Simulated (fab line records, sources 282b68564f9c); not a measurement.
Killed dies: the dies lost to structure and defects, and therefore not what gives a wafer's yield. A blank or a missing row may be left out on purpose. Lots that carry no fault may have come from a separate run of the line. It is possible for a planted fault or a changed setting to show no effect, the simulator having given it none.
fab line records | flow rit_cmos
record: lots: 5 wafers: 15 last_day: 7
route steps=202 shown SILICIDE@161 CONTACT@168 M1@184
lots with no fault: from the same line, run without faults
start_h: hours from the record's first day to the start of the lot's first wafer shown | wait_h: how many hours have passed since the lot's step before this one | " unchanged from the row above | L1.1+2: a row that stands for several wafers | - no value present, or no start provided | * or withheld: withheld | < > ~ a bound
route shown NAME@n: names a module that has steps shown in the file, with the first one's number in the route | usual: mean/standard deviation taken from wafers without a fault | same: alike in all rows | chamber/n: place in a boat | sites: the reading at each site | _std_site: their standard deviation | _edge_site: inner sites' mean taken away from outer sites' mean | radius_mm: how far each site lies from the wafer's centre | mask NAME#n: copy n | behind: the most recent tool/chamber to have shaped the wafer | hold: why the lot went on hold/how many hours it stayed there/how the hold came to an end | device: which transistor (n, p or np) failed to switch | end of line: the route-end tests of the same wafers | a step without rows: its recipe alone | killed: at the first sort, the dies lost to defects and structure; wafer yield is something else | map: shows each die of a wafer: x if killed, . if not, _ if none is there
set.NAME: the setting that was run; set.NAME@STEP: the one run at that earlier step | model.NAME: the simulator's own value behind a step, which no gauge read
certain route steps with their lots: each step a table, each wafer a row
services: a tool's chamber out of use, with start hour (start_h, from the record's first day; less than 0 if before it), hours out, and reason
== steps ==
step: RIT_SILICIDE_WET_ETCH_00
recipe: chemistry: BOE target: SiO2 target_depth_nm: 14 time_s: 15 dry: n2_spin dilution: 10:1 temp_c: 21.5
columns lot.wafer tool chamber start_h wait_h
L084.1+2+5 wet_bench-02 2 100.17 0.1
L085.1+2+3 wet_bench-02 0 106.71 0.1
L087.1+4+6 wet_bench-03 0 117.68 0.1
L092.1+2+4 wet_bench-02 1 145.13 0.1
L093.2+3+5 wet_bench-02 1 151.79 0.1
step: RIT_SILICIDE_SPUTTER_01
recipe: material: Ti target_thk_nm: 30 power_w: 350 chamber_pressure_pa: 0.667 gas: Ar time_s: 240 substrate_temp_c: 25
usual: substrate_temp_c: 25.00/0.12 throttle_valve_pct: 30.2/1.1
columns lot.wafer tool chamber start_h wait_h substrate_temp_c throttle_valve_pct
L084.1 pvd_sputter-03 - 100.19 0.0 25.08 31.6
L084.2 " - " " 25.26 30.2
L084.5 " - " " 25.06 31.3
L085.1 pvd_sputter-03 - 106.73 0.0 25.20 31.3
L085.2 " - " " 25.03 30.3
L085.3 " - " " 25.00 29.9
L087.1 pvd_sputter-01 - 117.69 0.0 24.95 32.6
L087.4 " - " " 24.92 31.3
L087.6 " - " " 25.02 32.9
L092.1 pvd_sputter-02 - 145.15 0.0 25.07 29.3
L092.2 " - " " 25.01 31.6
L092.4 " - " " 25.08 29.0
L093.2 pvd_sputter-01 - 151.81 0.0 25.04 32.3
L093.3 " - " " 25.06 30.0
L093.5 " - " " 24.99 32.5
step: RIT_SILICIDE_RS_MEAS_02
recipe: thk_meas_gauge: four-point-probe reads: Ti_of_SILICIDE_SPUTTER_01
usual: SILICIDE_TI_RS: 47.6/0.83
columns lot.wafer tool chamber start_h wait_h SILICIDE_TI_RS[ohm/sq]
L084.1 film_metro-04 - 100.34 0.1 48.0
L084.2 " - " " 46.5
L084.5 " - " " 47.8
L085.1 film_metro-04 - 106.88 0.1 47.2
L085.2 " - " " 46.2
L085.3 " - " " 47.8
L087.1 film_metro-04 - 117.84 0.1 47.8
L087.4 " - " " 46.8
L087.6 " - " " 47.6
L092.1 film_metro-04 - 145.30 0.1 49.4
L092.2 " - " " 46.4
L092.4 " - " " 48.4
L093.2 film_metro-03 - 151.98 0.1 47.4
L093.3 " - " " 47.6
L093.5 " - " " 47.6
step: RIT_SILICIDE_THK_MEAS_03
recipe: thk_meas_gauge: xrf reads: Ti_of_SILICIDE_SPUTTER_01
usual: SILICIDE_TI_THK: 30.9/0.46
columns lot.wafer tool chamber start_h wait_h SILICIDE_TI_THK[nm]
L084.1 film_metro-04 - 100.46 0.1 30.7
L084.2 " - " " 31.5
L084.5 " - " " 30.8
L085.1 film_metro-04 - 107.00 0.1 30.8
L085.2 " - " " 31.6
L085.3 " - " " 30.7
L087.1 film_metro-04 - 117.96 0.1 30.6
L087.4 " - " " 31.3
L087.6 " - " " 30.9
L092.1 film_metro-04 - 145.42 0.1 30.3
L092.2 " - " " 31.5
L092.4 " - " " 30.7
L093.2 film_metro-03 - 152.09 0.1 31.0
L093.3 " - " " 30.8
L093.5 " - " " 30.8
step: RIT_SILICIDE_RTA_04
recipe: temp_c: 650 time_s: 10 idle_temp_c: 25 ramp_up_s: 5 ramp_down_s: 5 cool_to_c: 25 ambient: N2
usual: wafer_temp_C_max: 652.4/0.52
columns lot.wafer tool chamber start_h wait_h wafer_temp_C_max
L084.1 rtp_anneal-01 0 100.52 0.1 652.7
L084.2 " 0 " " 651.4
L084.5 " 0 " " 652.3
L085.1 rtp_anneal-02 0 107.06 0.1 652.6
L085.2 " 0 " " 652.3
L085.3 " 0 " " 652.7
L087.1 rtp_anneal-02 0 118.02 0.1 653.6
L087.4 " 0 " " 652.6
L087.6 " 0 " " 653.1
L092.1 rtp_anneal-01 0 145.48 0.1 652.8
L092.2 " 0 " " 652.2
L092.4 " 0 " " 652.4
L093.2 rtp_anneal-02 0 152.15 0.1 652.9
L093.3 " 0 " " 652.8
L093.5 " 0 " " 653.1
step: RIT_SILICIDE_WET_ETCH_05
recipe: chemistry: SPM target: Ti temp_c: 90 time_s: 120 dry: n2_spin
columns lot.wafer tool chamber start_h wait_h
L084.1+2+5 wet_bench-01 0 100.58 0.1
L085.1+2+3 wet_bench-01 3 107.12 0.1
L087.1+4+6 wet_bench-01 0 118.09 0.1
L092.1+2+4 wet_bench-03 2 145.54 0.1
L093.2+3+5 wet_bench-02 1 152.20 0.0
step: RIT_SILICIDE_RTA_06
recipe: temp_c: 750 time_s: 10 idle_temp_c: 25 ramp_up_s: 5 ramp_down_s: 10 cool_to_c: 25 ambient: N2
usual: wafer_temp_C_max: 752.8/0.63
columns lot.wafer tool chamber start_h wait_h wafer_temp_C_max
L084.1 rtp_anneal-02 0 100.63 0.0 753.2
L084.2 " 0 " " 753.7
L084.5 " 0 " " 753.4
L085.1 rtp_anneal-01 0 107.17 0.0 753.2
L085.2 " 0 " " 751.6
L085.3 " 0 " " 751.8
L087.1 rtp_anneal-01 0 118.13 0.0 753.0
L087.4 " 0 " " 752.5
L087.6 " 0 " " 753.6
L092.1 rtp_anneal-02 0 145.59 0.0 753.8
L092.2 " 0 " " 752.3
L092.4 " 0 " " 752.2
L093.2 rtp_anneal-01 0 152.26 0.0 751.9
L093.3 " 0 " " 753.3
L093.5 " 0 " " 752.9
step: RIT_CONTACT_CVD_00
recipe: material: SiO2 target_thk_nm: 400 precursor: TEOS temp_c: 390 time_s: 61 rf_w: 411.7
usual: heater_power_w: 325/54
columns lot.wafer tool chamber start_h wait_h heater_power_w
L084.1 pecvd-01 2 100.70 0.1 365
L084.2 " 1 " " 424
L084.5 " 2 " " 378
L085.1 pecvd-02 2 107.24 0.1 317
L085.2 " 1 " " 329
L085.3 " 0 " " 316
L087.1 pecvd-01 2 118.20 0.1 345
L087.4 " 2 " " 363
L087.6 " 1 " " 419
L092.1 pecvd-03 1 145.66 0.1 204
L092.2 " 0 " " 299
L092.4 " 0 " " 303
L093.2 pecvd-01 2 152.31 0.0 386
L093.3 " 1 " " 391
L093.5 " 0 " " 419
step: RIT_CONTACT_THK_MEAS_01
recipe: reads: SiO2_of_CONTACT_CVD_00
usual: CONTACT_TEOS_THK: 403/5.4
columns lot.wafer tool chamber start_h wait_h CONTACT_TEOS_THK[nm]
L084.1 film_metro-02 - 100.75 0.0 398
L084.2 " - " " 400
L084.5 " - " " 403
L085.1 film_metro-01 - 107.29 0.0 400
L085.2 " - " " 405
L085.3 " - " " 399
L087.1 film_metro-02 - 118.25 0.0 394
L087.4 " - " " 403
L087.6 " - " " 404
L092.1 film_metro-02 - 145.73 0.1 399
L092.2 " - " " 392
L092.4 " - " " 396
L093.2 film_metro-02 - 152.37 0.0 399
L093.3 " - " " 401
L093.5 " - " " 406
step: RIT_CONTACT_HMDS_02
recipe: prime_time_s: 60 prime_temp_c: 140
columns lot.wafer tool chamber start_h wait_h
L084.1+2+5 litho_track-02 0 100.81 0.1
L085.1+2+3 litho_track-01 0 107.35 0.1
L087.1+4+6 litho_track-02 0 118.31 0.1
L092.1+2+4 litho_track-02 0 145.79 0.1
L093.2+3+5 litho_track-02 0 152.45 0.1
step: RIT_CONTACT_COAT_03
recipe: resist: NOVOLAK spin_rpm: 3250 resist_thk_nm: 1000
columns lot.wafer tool chamber start_h wait_h
L084.1+2+5 litho_track-02 0 100.96 0.1
L085.1+2+3 litho_track-01 0 107.50 0.1
L087.1+4+6 litho_track-02 0 118.46 0.1
L092.1+2+4 litho_track-02 0 145.94 0.1
L093.2+3+5 litho_track-02 0 152.60 0.1
step: RIT_CONTACT_SOFTBAKE_04
recipe: resist: NOVOLAK temp_c: 90 time_s: 60
columns lot.wafer tool chamber start_h wait_h
L084.1+2+5 litho_track-02 0 101.11 0.1
L085.1+2+3 litho_track-01 0 107.65 0.1
L087.1+4+6 litho_track-02 0 118.61 0.1
L092.1+2+4 litho_track-02 0 146.09 0.1
L093.2+3+5 litho_track-02 0 152.75 0.1
step: RIT_CONTACT_EXPOSE_05
recipe: mask_id: M11 na: 0.6 source_shape: conventional sigma_outer: 0.5 target_cd_nm: 1000 dose_mj: 250
columns lot.wafer tool chamber start_h wait_h mask
L084.1+2+5 iline_stepper-02 0 101.48 0.3 M11#0
L085.1+2+3 iline_stepper-02 0 107.80 0.1 M11#0
L087.1+4+6 iline_stepper-01 0 118.88 0.2 M11#0
L092.1+2+4 iline_stepper-01 0 146.37 0.2 M11#0
L093.2+3+5 iline_stepper-02 0 153.02 0.2 M11#0
step: RIT_CONTACT_PEB_06
recipe: resist: NOVOLAK temp_c: withheld time_s: withheld
columns lot.wafer tool chamber start_h wait_h
L084.1+2+5 litho_track-04 0 101.59 0.1
L085.1+2+3 litho_track-02 0 107.91 0.1
L087.1+4+6 litho_track-04 0 119.00 0.1
L092.1+2+4 litho_track-02 0 146.48 0.1
L093.2+3+5 litho_track-02 0 153.14 0.1
step: RIT_CONTACT_DEVELOP_07
recipe: resist: NOVOLAK develop_time_s: 120 dev_temp_c: 23
columns lot.wafer tool chamber start_h wait_h
L084.1+2+5 litho_track-04 0 - -
L085.1+2+3 litho_track-02 0 - -
L087.1+4+6 litho_track-04 0 - -
L092.1+2+4 litho_track-02 0 - -
L093.2+3+5 litho_track-02 0 - -
step: RIT_CONTACT_CD_MEAS_08
recipe: target_cd_nm: 1000
usual: cd_nm: 999.2/1.9
columns lot.wafer tool chamber start_h wait_h cd_nm
L084.1 cd_sem-01 - 101.99 - 1000.5
L084.2 " - " " 997.9
L084.5 " - " " 999.8
L085.1 cd_sem-02 - 108.31 - 998.8
L085.2 " - " " 998.4
L085.3 " - " " 999.2
L087.1 cd_sem-02 - 119.40 - 997.3
L087.4 " - " " 999.4
L087.6 " - " " 997.7
L092.1 cd_sem-02 - 146.88 - 998.2
L092.2 " - " " 999.9
L092.4 " - " " 998.7
L093.2 cd_sem-02 - 153.53 - 995.8
L093.3 " - " " 997.2
L093.5 " - " " 999.1
step: RIT_CONTACT_OVL_MEAS_09
usual: CONTACT_OVL: 0.6/1.7
columns lot.wafer tool chamber start_h wait_h CONTACT_OVL[nm]
L084.1 overlay-02 - 102.11 0.1 -0.1
L084.2 " - " " 0.6
L084.5 " - " " 1.1
L085.1 overlay-01 - 108.43 0.1 1.4
L085.2 " - " " 0.6
L085.3 " - " " 1.2
L087.1 overlay-01 - 119.52 0.1 -0.5
L087.4 " - " " 0.2
L087.6 " - " " 2.4
L092.1 overlay-02 - 147.00 0.1 1.0
L092.2 " - " " 0.3
L092.4 " - " " -0.7
L093.2 overlay-01 - 153.64 0.1 2.0
L093.3 " - " " -0.3
L093.5 " - " " 2.8
step: RIT_CONTACT_HARDBAKE_10
recipe: resist: NOVOLAK temp_c: 140 time_s: 60
columns lot.wafer tool chamber start_h wait_h
L084.1+2+5 litho_track-02 0 102.15 0.0
L085.1+2+3 litho_track-04 0 108.47 0.0
L087.1+4+6 litho_track-02 0 119.56 0.0
L092.1+2+4 litho_track-04 0 147.04 0.0
L093.2+3+5 litho_track-02 0 153.69 0.0
step: RIT_CONTACT_ETCH_11
recipe: target_depth_a: 4800 over_etch_frac: 0.2 stop_on: TiSi2 chemistry: CHF3/CF4/Ar target: SiO2 CHF3_flow_sccm: 50 cf4_flow_sccm: 10 Ar_flow_sccm: 100 O2_flow_sccm: 5 pressure_mtorr: 100 rf_w: 206.7 time_s: 320
usual: O2_flow_sccm: 5.000/0.016 drypump_motor_current_A: 5.6/0.38 oes_product_au: 1.000/0.015 throttle_valve_pct: 8.85/0.13
columns lot.wafer tool chamber start_h wait_h O2_flow_sccm drypump_motor_current_A oes_product_au rf_hours_counter_h throttle_valve_pct
L084.1 rie_diel-01 3 102.30 0.1 4.994 4.9 1.001 107 8.91
L084.2 " 2 " " 4.998 5.8 0.990 29 8.94
L084.5 " 0 " " 5.004 5.8 0.961 - 8.63
L085.1 rie_diel-01 1 108.62 0.1 4.998 5.9 1.005 98 8.84
L085.2 " 2 " " 4.965 5.8 0.988 29 8.92
L085.3 " 0 " " 5.001 5.8 0.960 107 8.64
L087.1 rie_diel-02 3 119.71 0.1 5.013 5.2 1.018 68 8.93
L087.4 " 0 " " 4.992 4.8 1.010 15 8.80
L087.6 " 2 " " 5.000 6.1 1.023 - 8.90
L092.1 rie_diel-03 0 147.19 0.1 5.005 5.8 0.986 32 8.66
L092.2 " 2 " " 4.976 5.9 0.996 61 8.97
L092.4 " 3 " " 5.012 5.9 1.007 3 8.75
L093.2 rie_diel-02 3 153.82 0.1 4.997 5.2 1.007 68 8.94
L093.3 " 0 " " 4.985 4.8 1.012 16 8.78
L093.5 " 1 " " 4.985 5.3 1.010 - 8.90
step: RIT_CONTACT_STRIP_12
recipe: chemistry: O2 time_s: 180 resist: NOVOLAK platen_temp_c: withheld power_w: 500 pressure_mtorr: 4000 o2_flow_sccm: 4000
usual: drypump_motor_current_A: 5.7/0.54
columns lot.wafer tool chamber start_h wait_h drypump_motor_current_A rf_hours_counter_h
L084.1 plasma_asher-03 0 102.49 0.1 6.5 32
L084.2 " 1 " " 5.7 32
L084.5 " 1 " " 5.7 -
L085.1 plasma_asher-04 1 108.81 0.1 6.3 48
L085.2 " 0 " " 5.5 48
L085.3 " 1 " " 6.3 -
L087.1 plasma_asher-02 1 119.90 0.1 5.2 50
L087.4 " 1 " " 5.2 -
L087.6 " 1 " " 5.2 -
L092.1 plasma_asher-03 1 147.38 0.1 5.7 37
L092.2 " 0 " " 6.5 37
L092.4 " 0 " " 6.5 -
L093.2 plasma_asher-03 1 154.01 0.1 5.7 38
L093.3 " 1 " " 5.7 -
L093.5 " 1 " " 5.7 -
step: RIT_CONTACT_CD_MEAS_90
recipe: target_cd_nm: 1000
usual: cd_nm: 999.3/2
columns lot.wafer tool chamber start_h wait_h cd_nm
L084.1 cd_sem-02 - 102.67 0.1 1001.0
L084.2 " - " " 997.4
L084.5 " - " " 1000.4
L085.1 cd_sem-01 - 108.99 0.1 998.4
L085.2 " - " " 997.8
L085.3 " - " " 999.7
L087.1 cd_sem-01 - 120.08 0.1 998.5
L087.4 " - " " 999.4
L087.6 " - " " 997.1
L092.1 cd_sem-01 - 147.56 0.1 997.9
L092.2 " - " " 1001.0
L092.4 " - " " 999.0
L093.2 cd_sem-02 - 154.21 0.1 996.2
L093.3 " - " " 997.0
L093.5 " - " " 999.3
step: RIT_CONTACT_CLEAN_13
recipe: chemistry: SC1 mix: 3:3:50 time_s: 600 temp_c: 75
columns lot.wafer tool chamber start_h wait_h
L084.1+2+5 wet_bench-03 0 102.79 0.1
L085.1+2+3 wet_bench-04 0 109.11 0.1
L087.1+4+6 wet_bench-03 3 120.20 0.1
L092.1+2+4 wet_bench-03 2 147.68 0.1
L093.2+3+5 wet_bench-02 2 154.31 0.1
step: RIT_CONTACT_CLEAN_14
recipe: chemistry: SC2 mix: 3:3:50 time_s: 600 temp_c: 75 dry: n2_spin
columns lot.wafer tool chamber start_h wait_h
L084.1+2+5 wet_bench-02 0 102.96 0.0
L085.1+2+3 wet_bench-03 1 109.28 0.0
L087.1+4+6 wet_bench-04 0 120.37 0.0
L092.1+2+4 wet_bench-04 1 147.87 0.0
L093.2+3+5 wet_bench-04 1 154.59 0.1
step: RIT_M1_SPUTTER_00
recipe: material: Al target_thk_nm: 400 power_w: 2000 chamber_pressure_pa: 0.4 gas: Ar time_s: 500 substrate_temp_c: 25
usual: substrate_temp_c: 24.99/0.095 throttle_valve_pct: 30.8/1.1
columns lot.wafer tool chamber start_h wait_h substrate_temp_c throttle_valve_pct
L084.1 pvd_sputter-01 - 103.17 0.0 25.09 29.2
L084.2 " - " " 24.91 31.4
L084.5 " - " " 24.78 29.9
L085.1 pvd_sputter-04 - 109.46 0.0 25.08 29.0
L085.2 " - " " 24.93 31.7
L085.3 " - " " 24.99 31.6
L087.1 pvd_sputter-03 - 120.55 0.0 24.99 29.4
L087.4 " - " " 25.06 31.4
L087.6 " - " " 24.92 31.6
L092.1 pvd_sputter-04 - 148.22 0.0 24.93 31.8
L092.2 " - " " 24.94 29.1
L092.4 " - " " 25.00 31.9
L093.2 pvd_sputter-03 - 154.94 0.0 24.94 29.6
L093.3 " - " " 25.03 30.2
L093.5 " - " " 25.00 29.6
step: RIT_M1_RS_MEAS_01
recipe: thk_meas_gauge: four-point-probe reads: Al_of_M1_SPUTTER_00
usual: M1_AL_RS: 0.0734/0.00079
columns lot.wafer tool chamber start_h wait_h M1_AL_RS[ohm/sq]
L084.1 film_metro-01 - 103.47 0.1 0.0737
L084.2 " - " " 0.0733
L084.5 " - " " 0.0736
L085.1 film_metro-01 - 109.75 0.1 0.0738
L085.2 " - " " 0.0745
L085.3 " - " " 0.0743
L087.1 film_metro-01 - 120.84 0.1 0.0726
L087.4 " - " " 0.0730
L087.6 " - " " 0.0735
L092.1 film_metro-02 - 148.55 0.2 0.0740
L092.2 " - " " 0.0734
L092.4 " - " " 0.0736
L093.2 film_metro-02 - 155.28 0.2 0.0731
L093.3 " - " " 0.0733
L093.5 " - " " 0.0731
step: RIT_M1_THK_MEAS_02
recipe: thk_meas_gauge: xrf reads: Al_of_M1_SPUTTER_00
usual: M1_AL_THK: 397/5.2
columns lot.wafer tool chamber start_h wait_h M1_AL_THK[nm]
L084.1 film_metro-01 - 103.59 0.1 399
L084.2 " - " " 400
L084.5 " - " " 399
L085.1 film_metro-01 - 109.87 0.1 397
L085.2 " - " " 394
L085.3 " - " " 394
L087.1 film_metro-01 - 120.96 0.1 401
L087.4 " - " " 398
L087.6 " - " " 395
L092.1 film_metro-02 - 148.67 0.1 392
L092.2 " - " " 396
L092.4 " - " " 391
L093.2 film_metro-02 - 155.39 0.1 396
L093.3 " - " " 395
L093.5 " - " " 397
step: RIT_M1_HMDS_03
recipe: prime_time_s: 60 prime_temp_c: 140
columns lot.wafer tool chamber start_h wait_h
L084.1+2+5 litho_track-02 0 103.65 0.1
L085.1+2+3 litho_track-03 0 109.93 0.1
L087.1+4+6 litho_track-03 0 121.02 0.1
L092.1+2+4 litho_track-04 0 148.73 0.1
L093.2+3+5 litho_track-02 0 155.46 0.1
step: RIT_M1_COAT_04
recipe: resist: NOVOLAK spin_rpm: 2000 resist_thk_nm: 1322
columns lot.wafer tool chamber start_h wait_h
L084.1+2+5 litho_track-02 0 103.80 0.1
L085.1+2+3 litho_track-03 0 110.08 0.1
L087.1+4+6 litho_track-03 0 121.17 0.1
L092.1+2+4 litho_track-04 0 148.88 0.1
L093.2+3+5 litho_track-02 0 155.61 0.1
step: RIT_M1_SOFTBAKE_05
recipe: resist: NOVOLAK temp_c: 90 time_s: 60
columns lot.wafer tool chamber start_h wait_h
L084.1+2+5 litho_track-02 0 103.95 0.1
L085.1+2+3 litho_track-03 0 110.23 0.1
L087.1+4+6 litho_track-03 0 121.32 0.1
L092.1+2+4 litho_track-04 0 149.03 0.1
L093.2+3+5 litho_track-02 0 155.76 0.1
step: RIT_M1_EXPOSE_06
recipe: mask_id: M12 na: 0.6 source_shape: conventional sigma_outer: 0.5 target_cd_nm: 2600 dose_mj: 250
columns lot.wafer tool chamber start_h wait_h mask
L084.1+2+5 iline_stepper-01 0 104.10 0.1 M12#0
L085.1+2+3 iline_stepper-02 0 110.51 0.2 M12#0
L087.1+4+6 iline_stepper-02 0 121.60 0.2 M12#0
L092.1+2+4 iline_stepper-02 0 149.18 0.1 M12#0
L093.2+3+5 iline_stepper-01 0 156.03 0.2 M12#0
step: RIT_M1_PEB_07
recipe: resist: NOVOLAK temp_c: withheld time_s: withheld
columns lot.wafer tool chamber start_h wait_h
L084.1+2+5 litho_track-03 0 104.21 0.1
L085.1+2+3 litho_track-03 0 110.83 0.3
L087.1+4+6 litho_track-02 0 121.90 0.3
L092.1+2+4 litho_track-03 0 149.36 0.2
L093.2+3+5 litho_track-03 0 156.15 0.1
step: RIT_M1_DEVELOP_08
recipe: resist: NOVOLAK develop_time_s: 68 dev_temp_c: 23
columns lot.wafer tool chamber start_h wait_h
L084.1+2+5 litho_track-03 0 - -
L085.1+2+3 litho_track-03 0 - -
L087.1+4+6 litho_track-02 0 - -
L092.1+2+4 litho_track-03 0 - -
L093.2+3+5 litho_track-03 0 - -
step: RIT_M1_CD_MEAS_09
recipe: target_cd_nm: 2600
usual: cd_nm: 2600.4/2
columns lot.wafer tool chamber start_h wait_h cd_nm
L084.1 cd_sem-01 - 104.53 - 2602.2
L084.2 " - " " 2599.8
L084.5 " - " " 2602.2
L085.1 cd_sem-01 - 111.15 - 2600.7
L085.2 " - " " 2603.8
L085.3 " - " " 2601.8
L087.1 cd_sem-02 - 122.22 - 2597.0
L087.4 " - " " 2599.4
L087.6 " - " " 2597.5
L092.1 cd_sem-02 - 149.68 - 2603.9
L092.2 " - " " 2604.2
L092.4 " - " " 2603.5
L093.2 cd_sem-02 - 156.46 - 2602.8
L093.3 " - " " 2604.0
L093.5 " - " " 2601.9
step: RIT_M1_OVL_MEAS_10
usual: M1_OVL: -1.0/1.4
columns lot.wafer tool chamber start_h wait_h M1_OVL[nm]
L084.1 overlay-01 - 104.65 0.1 -2.1
L084.2 " - " " -0.4
L084.5 " - " " -1.2
L085.1 overlay-02 - 111.27 0.1 -1.4
L085.2 " - " " 0.9
L085.3 " - " " 1.4
L087.1 overlay-02 - 122.34 0.1 -0.9
L087.4 " - " " -0.6
L087.6 " - " " 0.5
L092.1 overlay-02 - 149.80 0.1 0.1
L092.2 " - " " 2.3
L092.4 " - " " -1.3
L093.2 overlay-01 - 156.57 0.1 -1.3
L093.3 " - " " -0.5
L093.5 " - " " -1.6
== services ==
columns tool chamber start_h hours kind
plasma_asher-02 - 77.73 3.1 repair
pvd_sputter-03 - 81.87 1.9 repair
rie_diel-01 2 82.59 5.1 repair
pecvd-02 2 88.79 3.6 repair
iline_stepper-01 - 91.27 1.7 pm
pvd_sputter-04 - 100.32 5.5 repair
pvd_sputter-02 - 102.85 32.0 repair
plasma_asher-04 - 114.19 2.8 repair
pvd_sputter-04 - 118.33 19.5 repair
rie_diel-03 1 118.47 9.9 repair
pecvd-03 - 123.75 2.8 pm
rie_diel-03 0 125.87 4.4 repair
plasma_asher-04 - 129.31 4.3 pm
rie_diel-02 1 136.41 - clean
rie_diel-02 1 136.41 14.1 scheduled_down
rie_diel-02 1 136.41 14.1 vent_cycle
pecvd-03 2 138.82 26.5 repair
wet_bench-03 - 150.50 4.4 pm
== key ==
fault none
